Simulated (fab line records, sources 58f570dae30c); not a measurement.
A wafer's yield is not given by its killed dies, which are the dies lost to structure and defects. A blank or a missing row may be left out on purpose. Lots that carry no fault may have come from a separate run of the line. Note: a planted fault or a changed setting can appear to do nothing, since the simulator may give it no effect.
fab line records || flow berkeley-cmos170
record: {"lots": 15, "wafers": 45, "last-day": 13}
route steps=331 shown V1@258 M2@283
lots that met no fault: from a run of the same line without faults
start-h: hours from the record's opening day to when the first of the lot's shown wafers began || wait-h: hours elapsed since this lot's preceding step || " same as the row above || L1.1+2: several wafers, shown together as one row || - either no value or no given start || * or withheld: withheld || < > ~ a bound
route shown NAME@n: NAME is a module with steps in the file, n the number in the route of the first one || usual: mean and standard deviation over wafers with no fault || same: alike in all rows || chamber/n: place in a boat || sites: per-site readings || _std_site: the standard deviation of these || _edge_site: outer sites' mean less inner sites' || radius-mm: how far each site lies from the wafer's centre || mask NAME#n: copy n || behind: the last tool/chamber to shape the wafer || hold: reason for holding the lot/hours on hold/outcome of the hold || device: whichever transistor did not switch (one of n, p or np) || end of line: the tests these same wafers got at the end of their route || where a step has no rows: the recipe by itself || killed: dies that structure and defects cost at the first sort, which is not the same as the wafer's yield || map: a wafer's dies, marking killed ones x, the rest . and places with no die _
set.NAME: setting as actually run; set.NAME@STEP: the setting as run at that earlier step || model.NAME: the simulator's own value behind a step, which no gauge read
route steps across a sampled set of lots; one table per step, one row per wafer
services: from which hour (start-h, from the record's first day; less than 0 if before it) a tool's chamber was out of use, for how many hours, and why
== steps ==
step: UCB170_V1_THK_MEAS_04
recipe: {"reads": "SiO2_of_V1_CVD_00"}
usual: {"V1_POLISHED_THK": "1000.2/1.2"}
{"lot.wafer": "L276.1", "tool": "film-metro-01", "chamber": "-", "start-h": 171.34, "wait-h": 0.1, "V1_POLISHED_THK[nm]": 999.9}
{"lot.wafer": "L276.2", "tool": "film-metro-01", "chamber": "-", "start-h": 171.34, "wait-h": 0.1, "V1_POLISHED_THK[nm]": 1000.0}
{"lot.wafer": "L276.6", "tool": "film-metro-01", "chamber": "-", "start-h": 171.34, "wait-h": 0.1, "V1_POLISHED_THK[nm]": 999.6}
{"lot.wafer": "L277.1", "tool": "film-metro-01", "chamber": "-", "start-h": 185.02, "wait-h": 0.1, "V1_POLISHED_THK[nm]": 1000.0}
{"lot.wafer": "L277.2", "tool": "film-metro-01", "chamber": "-", "start-h": 185.02, "wait-h": 0.1, "V1_POLISHED_THK[nm]": 998.9}
{"lot.wafer": "L277.3", "tool": "film-metro-01", "chamber": "-", "start-h": 185.02, "wait-h": 0.1, "V1_POLISHED_THK[nm]": 998.3}
{"lot.wafer": "L281.2", "tool": "film-metro-01", "chamber": "-", "start-h": 198.52, "wait-h": 0.1, "V1_POLISHED_THK[nm]": 1000.6}
{"lot.wafer": "L281.4", "tool": "film-metro-01", "chamber": "-", "start-h": 198.52, "wait-h": 0.1, "V1_POLISHED_THK[nm]": 1003.1}
{"lot.wafer": "L281.5", "tool": "film-metro-01", "chamber": "-", "start-h": 198.52, "wait-h": 0.1, "V1_POLISHED_THK[nm]": 1001.4}
{"lot.wafer": "L282.2", "tool": "film-metro-04", "chamber": "-", "start-h": 208.53, "wait-h": 0.1, "V1_POLISHED_THK[nm]": 1000.8}
{"lot.wafer": "L282.4", "tool": "film-metro-04", "chamber": "-", "start-h": 208.53, "wait-h": 0.1, "V1_POLISHED_THK[nm]": 1000.1}
{"lot.wafer": "L282.6", "tool": "film-metro-04", "chamber": "-", "start-h": 208.53, "wait-h": 0.1, "V1_POLISHED_THK[nm]": 1002.5}
{"lot.wafer": "L283.3", "tool": "film-metro-04", "chamber": "-", "start-h": 209.88, "wait-h": 0.1, "V1_POLISHED_THK[nm]": 1001.7}
{"lot.wafer": "L283.4", "tool": "film-metro-04", "chamber": "-", "start-h": 209.88, "wait-h": 0.1, "V1_POLISHED_THK[nm]": 998.5}
{"lot.wafer": "L283.6", "tool": "film-metro-04", "chamber": "-", "start-h": 209.88, "wait-h": 0.1, "V1_POLISHED_THK[nm]": 998.4}
{"lot.wafer": "L287.2", "tool": "film-metro-01", "chamber": "-", "start-h": 223.11, "wait-h": 0.1, "V1_POLISHED_THK[nm]": 1000.1}
{"lot.wafer": "L287.3", "tool": "film-metro-01", "chamber": "-", "start-h": 223.11, "wait-h": 0.1, "V1_POLISHED_THK[nm]": 998.9}
{"lot.wafer": "L287.5", "tool": "film-metro-01", "chamber": "-", "start-h": 223.11, "wait-h": 0.1, "V1_POLISHED_THK[nm]": 999.9}
{"lot.wafer": "L284.3", "tool": "film-metro-01", "chamber": "-", "start-h": 224.45, "wait-h": 0.1, "V1_POLISHED_THK[nm]": 1002.0}
{"lot.wafer": "L284.4", "tool": "film-metro-01", "chamber": "-", "start-h": 224.45, "wait-h": 0.1, "V1_POLISHED_THK[nm]": 999.8}
{"lot.wafer": "L284.5", "tool": "film-metro-01", "chamber": "-", "start-h": 224.45, "wait-h": 0.1, "V1_POLISHED_THK[nm]": 1001.5}
{"lot.wafer": "L285.3", "tool": "film-metro-01", "chamber": "-", "start-h": 225.78, "wait-h": 0.1, "V1_POLISHED_THK[nm]": 1000.0}
{"lot.wafer": "L285.4", "tool": "film-metro-01", "chamber": "-", "start-h": 225.78, "wait-h": 0.1, "V1_POLISHED_THK[nm]": 998.8}
{"lot.wafer": "L285.5", "tool": "film-metro-01", "chamber": "-", "start-h": 225.78, "wait-h": 0.1, "V1_POLISHED_THK[nm]": 997.6}
{"lot.wafer": "L288.2", "tool": "film-metro-04", "chamber": "-", "start-h": 243.08, "wait-h": 0.1, "V1_POLISHED_THK[nm]": 1000.5}
{"lot.wafer": "L288.3", "tool": "film-metro-04", "chamber": "-", "start-h": 243.08, "wait-h": 0.1, "V1_POLISHED_THK[nm]": 999.0}
{"lot.wafer": "L288.6", "tool": "film-metro-04", "chamber": "-", "start-h": 243.08, "wait-h": 0.1, "V1_POLISHED_THK[nm]": 999.4}
{"lot.wafer": "L290.1", "tool": "film-metro-01", "chamber": "-", "start-h": 253.73, "wait-h": 0.1, "V1_POLISHED_THK[nm]": 999.6}
{"lot.wafer": "L290.3", "tool": "film-metro-01", "chamber": "-", "start-h": 253.73, "wait-h": 0.1, "V1_POLISHED_THK[nm]": 1000.9}
{"lot.wafer": "L290.6", "tool": "film-metro-01", "chamber": "-", "start-h": 253.73, "wait-h": 0.1, "V1_POLISHED_THK[nm]": 1002.8}
{"lot.wafer": "L292.3", "tool": "film-metro-03", "chamber": "-", "start-h": 255.09, "wait-h": 0.1, "V1_POLISHED_THK[nm]": 997.7}
{"lot.wafer": "L292.5", "tool": "film-metro-03", "chamber": "-", "start-h": 255.09, "wait-h": 0.1, "V1_POLISHED_THK[nm]": 999.6}
{"lot.wafer": "L292.6", "tool": "film-metro-03", "chamber": "-", "start-h": 255.09, "wait-h": 0.1, "V1_POLISHED_THK[nm]": 999.1}
{"lot.wafer": "L291.2", "tool": "film-metro-01", "chamber": "-", "start-h": 256.49, "wait-h": 0.1, "V1_POLISHED_THK[nm]": 1000.7}
{"lot.wafer": "L291.3", "tool": "film-metro-01", "chamber": "-", "start-h": 256.49, "wait-h": 0.1, "V1_POLISHED_THK[nm]": 1000.3}
{"lot.wafer": "L291.6", "tool": "film-metro-01", "chamber": "-", "start-h": 256.49, "wait-h": 0.1, "V1_POLISHED_THK[nm]": 1002.5}
{"lot.wafer": "L294.1", "tool": "film-metro-01", "chamber": "-", "start-h": 270.43, "wait-h": 0.1, "V1_POLISHED_THK[nm]": 1001.0}
{"lot.wafer": "L294.2", "tool": "film-metro-01", "chamber": "-", "start-h": 270.43, "wait-h": 0.1, "V1_POLISHED_THK[nm]": 1000.5}
{"lot.wafer": "L294.6", "tool": "film-metro-01", "chamber": "-", "start-h": 270.43, "wait-h": 0.1, "V1_POLISHED_THK[nm]": 998.0}
{"lot.wafer": "L295.1", "tool": "film-metro-03", "chamber": "-", "start-h": 278.95, "wait-h": 0.1, "V1_POLISHED_THK[nm]": 1000.7}
{"lot.wafer": "L295.4", "tool": "film-metro-03", "chamber": "-", "start-h": 278.95, "wait-h": 0.1, "V1_POLISHED_THK[nm]": 1000.7}
{"lot.wafer": "L295.5", "tool": "film-metro-03", "chamber": "-", "start-h": 278.95, "wait-h": 0.1, "V1_POLISHED_THK[nm]": 998.1}
{"lot.wafer": "L298.2", "tool": "film-metro-01", "chamber": "-", "start-h": 306.45, "wait-h": 0.1, "V1_POLISHED_THK[nm]": 999.5}
{"lot.wafer": "L298.3", "tool": "film-metro-01", "chamber": "-", "start-h": 306.45, "wait-h": 0.1, "V1_POLISHED_THK[nm]": 999.4}
{"lot.wafer": "L298.4", "tool": "film-metro-01", "chamber": "-", "start-h": 306.45, "wait-h": 0.1, "V1_POLISHED_THK[nm]": 1000.0}
step: UCB170_M2_EXPOSE_12
recipe: {"mask-id": "METAL2", "target-cd-nm": 700, "na": 0.5, "sigma-outer": 0.6, "source-shape": "conventional", "dose-mj": 26}
usual: {"exposure-dose-mJ-cm2": "26.03/0.086", "focus-offset-nm": "0.0/0.54", "reticle-temp-C": "23.00/0.099", "sigma-outer": "0.6/0"}
{"lot.wafer": "L276.1", "tool": "krf-scanner-02", "chamber": 0, "start-h": 175.85, "wait-h": "-", "mask": "METAL2#0", "exposure-dose-mJ-cm2": 25.98, "focus-offset-nm": -0.9, "reticle-temp-C": 22.96, "sigma-outer": 0.6}
{"lot.wafer": "L276.2", "tool": "krf-scanner-02", "chamber": 0, "start-h": 175.85, "wait-h": "-", "mask": "METAL2#0", "exposure-dose-mJ-cm2": 26.03, "focus-offset-nm": -0.3, "reticle-temp-C": 22.99, "sigma-outer": 0.6}
{"lot.wafer": "L276.6", "tool": "krf-scanner-02", "chamber": 0, "start-h": 175.85, "wait-h": "-", "mask": "METAL2#0", "exposure-dose-mJ-cm2": 26.02, "focus-offset-nm": -0.6, "reticle-temp-C": 22.85, "sigma-outer": 0.6}
{"lot.wafer": "L277.1", "tool": "krf-scanner-01", "chamber": 0, "start-h": 191.04, "wait-h": "-", "mask": "METAL2#0", "exposure-dose-mJ-cm2": 25.94, "focus-offset-nm": 0.4, "reticle-temp-C": 23.02, "sigma-outer": 0.6}
{"lot.wafer": "L277.2", "tool": "krf-scanner-01", "chamber": 0, "start-h": 191.04, "wait-h": "-", "mask": "METAL2#0", "exposure-dose-mJ-cm2": 25.99, "focus-offset-nm": 0.5, "reticle-temp-C": 22.85, "sigma-outer": 0.6}
{"lot.wafer": "L277.3", "tool": "krf-scanner-01", "chamber": 0, "start-h": 191.04, "wait-h": "-", "mask": "METAL2#0", "exposure-dose-mJ-cm2": 25.96, "focus-offset-nm": 1.1, "reticle-temp-C": 22.92, "sigma-outer": 0.6}
{"lot.wafer": "L281.2", "tool": "krf-scanner-01", "chamber": 0, "start-h": 201.79, "wait-h": "-", "mask": "METAL2#0", "exposure-dose-mJ-cm2": 25.95, "focus-offset-nm": -0.3, "reticle-temp-C": 22.88, "sigma-outer": 0.6}
{"lot.wafer": "L281.4", "tool": "krf-scanner-01", "chamber": 0, "start-h": 201.79, "wait-h": "-", "mask": "METAL2#0", "exposure-dose-mJ-cm2": 25.96, "focus-offset-nm": 0.1, "reticle-temp-C": 22.99, "sigma-outer": 0.6}
{"lot.wafer": "L281.5", "tool": "krf-scanner-01", "chamber": 0, "start-h": 201.79, "wait-h": "-", "mask": "METAL2#0", "exposure-dose-mJ-cm2": 25.99, "focus-offset-nm": -0.7, "reticle-temp-C": 22.97, "sigma-outer": 0.6}
{"lot.wafer": "L282.2", "tool": "krf-scanner-02", "chamber": 0, "start-h": 214.95, "wait-h": "-", "mask": "METAL2#0", "exposure-dose-mJ-cm2": 26.02, "focus-offset-nm": 0.4, "reticle-temp-C": 22.92, "sigma-outer": 0.6}
{"lot.wafer": "L282.4", "tool": "krf-scanner-02", "chamber": 0, "start-h": 214.95, "wait-h": "-", "mask": "METAL2#0", "exposure-dose-mJ-cm2": 26.02, "focus-offset-nm": -0.8, "reticle-temp-C": 22.98, "sigma-outer": 0.6}
{"lot.wafer": "L282.6", "tool": "krf-scanner-02", "chamber": 0, "start-h": 214.95, "wait-h": "-", "mask": "METAL2#0", "exposure-dose-mJ-cm2": 25.99, "focus-offset-nm": 0.1, "reticle-temp-C": 22.82, "sigma-outer": 0.6}
{"lot.wafer": "L283.3", "tool": "krf-scanner-01", "chamber": 0, "start-h": 215.22, "wait-h": "-", "mask": "METAL2#0", "exposure-dose-mJ-cm2": 25.92, "focus-offset-nm": -0.6, "reticle-temp-C": 23.01, "sigma-outer": 0.6}
{"lot.wafer": "L283.4", "tool": "krf-scanner-01", "chamber": 0, "start-h": 215.22, "wait-h": "-", "mask": "METAL2#0", "exposure-dose-mJ-cm2": 25.92, "focus-offset-nm": 0.2, "reticle-temp-C": 22.96, "sigma-outer": 0.6}
{"lot.wafer": "L283.6", "tool": "krf-scanner-01", "chamber": 0, "start-h": 215.22, "wait-h": "-", "mask": "METAL2#0", "exposure-dose-mJ-cm2": 25.94, "focus-offset-nm": -0.3, "reticle-temp-C": 22.90, "sigma-outer": 0.6}
{"lot.wafer": "L287.2", "tool": "krf-scanner-01", "chamber": 0, "start-h": 226.54, "wait-h": "-", "mask": "METAL2#0", "exposure-dose-mJ-cm2": 25.97, "focus-offset-nm": -0.3, "reticle-temp-C": 23.06, "sigma-outer": 0.6}
{"lot.wafer": "L287.3", "tool": "krf-scanner-01", "chamber": 0, "start-h": 226.54, "wait-h": "-", "mask": "METAL2#0", "exposure-dose-mJ-cm2": 26.01, "focus-offset-nm": 0.1, "reticle-temp-C": 22.84, "sigma-outer": 0.6}
{"lot.wafer": "L287.5", "tool": "krf-scanner-01", "chamber": 0, "start-h": 226.54, "wait-h": "-", "mask": "METAL2#0", "exposure-dose-mJ-cm2": 25.98, "focus-offset-nm": -0.5, "reticle-temp-C": 22.92, "sigma-outer": 0.6}
{"lot.wafer": "L284.3", "tool": "krf-scanner-02", "chamber": 0, "start-h": 232.02, "wait-h": "-", "mask": "METAL2#0", "exposure-dose-mJ-cm2": 26.20, "focus-offset-nm": 0.6, "reticle-temp-C": 22.93, "sigma-outer": 0.6}
{"lot.wafer": "L284.4", "tool": "krf-scanner-02", "chamber": 0, "start-h": 232.02, "wait-h": "-", "mask": "METAL2#0", "exposure-dose-mJ-cm2": 26.19, "focus-offset-nm": 0.5, "reticle-temp-C": 23.13, "sigma-outer": 0.6}
{"lot.wafer": "L284.5", "tool": "krf-scanner-02", "chamber": 0, "start-h": 232.02, "wait-h": "-", "mask": "METAL2#0", "exposure-dose-mJ-cm2": 26.17, "focus-offset-nm": 1.0, "reticle-temp-C": 22.94, "sigma-outer": 0.6}
{"lot.wafer": "L285.3", "tool": "krf-scanner-01", "chamber": 0, "start-h": 232.47, "wait-h": "-", "mask": "METAL2#0", "exposure-dose-mJ-cm2": 25.96, "focus-offset-nm": 1.0, "reticle-temp-C": 22.95, "sigma-outer": 0.6}
{"lot.wafer": "L285.4", "tool": "krf-scanner-01", "chamber": 0, "start-h": 232.47, "wait-h": "-", "mask": "METAL2#0", "exposure-dose-mJ-cm2": 25.99, "focus-offset-nm": 1.0, "reticle-temp-C": 22.92, "sigma-outer": 0.6}
{"lot.wafer": "L285.5", "tool": "krf-scanner-01", "chamber": 0, "start-h": 232.47, "wait-h": "-", "mask": "METAL2#0", "exposure-dose-mJ-cm2": 25.98, "focus-offset-nm": 0.1, "reticle-temp-C": 23.11, "sigma-outer": 0.6}
{"lot.wafer": "L288.2", "tool": "krf-scanner-01", "chamber": 0, "start-h": 246.65, "wait-h": "-", "mask": "METAL2#0", "exposure-dose-mJ-cm2": 25.96, "focus-offset-nm": 0.0, "reticle-temp-C": 22.87, "sigma-outer": 0.6}
{"lot.wafer": "L288.3", "tool": "krf-scanner-01", "chamber": 0, "start-h": 246.65, "wait-h": "-", "mask": "METAL2#0", "exposure-dose-mJ-cm2": 25.97, "focus-offset-nm": -0.6, "reticle-temp-C": 22.79, "sigma-outer": 0.6}
{"lot.wafer": "L288.6", "tool": "krf-scanner-01", "chamber": 0, "start-h": 246.65, "wait-h": "-", "mask": "METAL2#0", "exposure-dose-mJ-cm2": 25.97, "focus-offset-nm": -0.4, "reticle-temp-C": 22.85, "sigma-outer": 0.6}
{"lot.wafer": "L290.1", "tool": "krf-scanner-01", "chamber": "-", "start-h": 257.16, "wait-h": "-", "mask": "METAL2#0", "exposure-dose-mJ-cm2": "-", "focus-offset-nm": "-", "reticle-temp-C": "-", "sigma-outer": "-"}
{"lot.wafer": "L290.3", "tool": "krf-scanner-01", "chamber": "-", "start-h": 257.16, "wait-h": "-", "mask": "METAL2#0", "exposure-dose-mJ-cm2": "-", "focus-offset-nm": "-", "reticle-temp-C": "-", "sigma-outer": "-"}
{"lot.wafer": "L290.6", "tool": "krf-scanner-01", "chamber": "-", "start-h": 257.16, "wait-h": "-", "mask": "METAL2#0", "exposure-dose-mJ-cm2": "-", "focus-offset-nm": "-", "reticle-temp-C": "-", "sigma-outer": "-"}
{"lot.wafer": "L292.3", "tool": "krf-scanner-02", "chamber": "-", "start-h": 260.00, "wait-h": "-", "mask": "METAL2#0", "exposure-dose-mJ-cm2": "-", "focus-offset-nm": "-", "reticle-temp-C": "-", "sigma-outer": "-"}
{"lot.wafer": "L292.5", "tool": "krf-scanner-02", "chamber": "-", "start-h": 260.00, "wait-h": "-", "mask": "METAL2#0", "exposure-dose-mJ-cm2": "-", "focus-offset-nm": "-", "reticle-temp-C": "-", "sigma-outer": "-"}
{"lot.wafer": "L292.6", "tool": "krf-scanner-02", "chamber": "-", "start-h": 260.00, "wait-h": "-", "mask": "METAL2#0", "exposure-dose-mJ-cm2": "-", "focus-offset-nm": "-", "reticle-temp-C": "-", "sigma-outer": "-"}
{"lot.wafer": "L291.2", "tool": "krf-scanner-01", "chamber": "-", "start-h": 261.39, "wait-h": "-", "mask": "METAL2#0", "exposure-dose-mJ-cm2": "-", "focus-offset-nm": "-", "reticle-temp-C": "-", "sigma-outer": "-"}
{"lot.wafer": "L291.3", "tool": "krf-scanner-01", "chamber": "-", "start-h": 261.39, "wait-h": "-", "mask": "METAL2#0", "exposure-dose-mJ-cm2": "-", "focus-offset-nm": "-", "reticle-temp-C": "-", "sigma-outer": "-"}
{"lot.wafer": "L291.6", "tool": "krf-scanner-01", "chamber": "-", "start-h": 261.39, "wait-h": "-", "mask": "METAL2#0", "exposure-dose-mJ-cm2": "-", "focus-offset-nm": "-", "reticle-temp-C": "-", "sigma-outer": "-"}
{"lot.wafer": "L294.1", "tool": "krf-scanner-02", "chamber": 0, "start-h": 276.33, "wait-h": "-", "mask": "METAL2#0", "exposure-dose-mJ-cm2": 26.15, "focus-offset-nm": -0.3, "reticle-temp-C": 23.20, "sigma-outer": 0.6}
{"lot.wafer": "L294.2", "tool": "krf-scanner-02", "chamber": 0, "start-h": 276.33, "wait-h": "-", "mask": "METAL2#0", "exposure-dose-mJ-cm2": 26.22, "focus-offset-nm": -0.4, "reticle-temp-C": 23.10, "sigma-outer": 0.6}
{"lot.wafer": "L294.6", "tool": "krf-scanner-02", "chamber": 0, "start-h": 276.33, "wait-h": "-", "mask": "METAL2#0", "exposure-dose-mJ-cm2": 26.19, "focus-offset-nm": 0.2, "reticle-temp-C": 23.05, "sigma-outer": 0.6}
{"lot.wafer": "L295.1", "tool": "krf-scanner-01", "chamber": 0, "start-h": 284.10, "wait-h": "-", "mask": "METAL2#0", "exposure-dose-mJ-cm2": 25.99, "focus-offset-nm": -0.1, "reticle-temp-C": 22.99, "sigma-outer": 0.6}
{"lot.wafer": "L295.4", "tool": "krf-scanner-01", "chamber": 0, "start-h": 284.10, "wait-h": "-", "mask": "METAL2#0", "exposure-dose-mJ-cm2": 25.98, "focus-offset-nm": -0.7, "reticle-temp-C": 23.11, "sigma-outer": 0.6}
{"lot.wafer": "L295.5", "tool": "krf-scanner-01", "chamber": 0, "start-h": 284.10, "wait-h": "-", "mask": "METAL2#0", "exposure-dose-mJ-cm2": 26.01, "focus-offset-nm": -0.1, "reticle-temp-C": 23.02, "sigma-outer": 0.6}
{"lot.wafer": "L298.2", "tool": "krf-scanner-02", "chamber": 0, "start-h": 311.56, "wait-h": "-", "mask": "METAL2#0", "exposure-dose-mJ-cm2": 26.16, "focus-offset-nm": -0.5, "reticle-temp-C": 22.98, "sigma-outer": 0.6}
{"lot.wafer": "L298.3", "tool": "krf-scanner-02", "chamber": 0, "start-h": 311.56, "wait-h": "-", "mask": "METAL2#0", "exposure-dose-mJ-cm2": 26.13, "focus-offset-nm": -0.4, "reticle-temp-C": 22.99, "sigma-outer": 0.6}
{"lot.wafer": "L298.4", "tool": "krf-scanner-02", "chamber": 0, "start-h": 311.56, "wait-h": "-", "mask": "METAL2#0", "exposure-dose-mJ-cm2": 26.15, "focus-offset-nm": -0.9, "reticle-temp-C": 22.91, "sigma-outer": 0.6}
== services ==
{"tool": "krf-scanner-01", "chamber": "-", "start-h": 158.93, "hours": 1.3, "kind": "pm"}
{"tool": "krf-scanner-02", "chamber": "-", "start-h": 179.03, "hours": 1.0, "kind": "pm"}
{"tool": "krf-scanner-01", "chamber": "-", "start-h": 191.35, "hours": 1.0, "kind": "pm"}
{"tool": "krf-scanner-01", "chamber": "-", "start-h": 221.00, "hours": 0.4, "kind": "repair"}
{"tool": "krf-scanner-02", "chamber": "-", "start-h": 229.38, "hours": "-", "kind": "calibration"}
{"tool": "krf-scanner-02", "chamber": 0, "start-h": 236.64, "hours": "-", "kind": "calibration"}
{"tool": "krf-scanner-01", "chamber": "-", "start-h": 241.12, "hours": 0.9, "kind": "repair"}
{"tool": "krf-scanner-02", "chamber": "-", "start-h": 244.04, "hours": 0.8, "kind": "pm"}
{"tool": "krf-scanner-01", "chamber": 0, "start-h": 248.09, "hours": "-", "kind": "calibration"}
{"tool": "krf-scanner-02", "chamber": "-", "start-h": 279.58, "hours": 3.6, "kind": "pm"}
{"tool": "krf-scanner-01", "chamber": "-", "start-h": 298.55, "hours": 0.8, "kind": "pm"}
{"tool": "krf-scanner-02", "chamber": "-", "start-h": 299.38, "hours": 1.3, "kind": "pm"}
{"tool": "krf-scanner-01", "chamber": "-", "start-h": 307.66, "hours": 0.4, "kind": "repair"}
== key ==
first-sign: {"step": "UCB170_M2_EXPOSE_12", "reading": "tool-record", "direction": "missing"}
effect none on later readings
met-at UCB170_M2_EXPOSE_12
struck-lots L290,L291,L292
later-rows-left-out L290.1,L290.3,L290.6,L291.2,L291.3,L291.6,L292.3,L292.5,L292.6
sort-left-out L290.1,L290.3,L290.6,L291.2,L291.3,L291.6,L292.3,L292.5,L292.6
not-acting-at UCB170_V1_THK_MEAS_04
onset-between 246.65 257.16
fault: {"kind": "skipped-step-whole", "tool": "krf-scanner-01,krf-scanner-02", "chamber": "-", "onset-h": 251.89, "steps": "UCB170_M2_EXPOSE_12", "scope": "struck-lots-only"}
sort-left-out: the simulated sort isn't trusted on such a fault, so these wafers' sort isn't shown, and their yield isn't known
later-rows-left-out: the simulator's readings of these wafers behind a module that went badly wrong aren't trusted and aren't shown, but for the sort
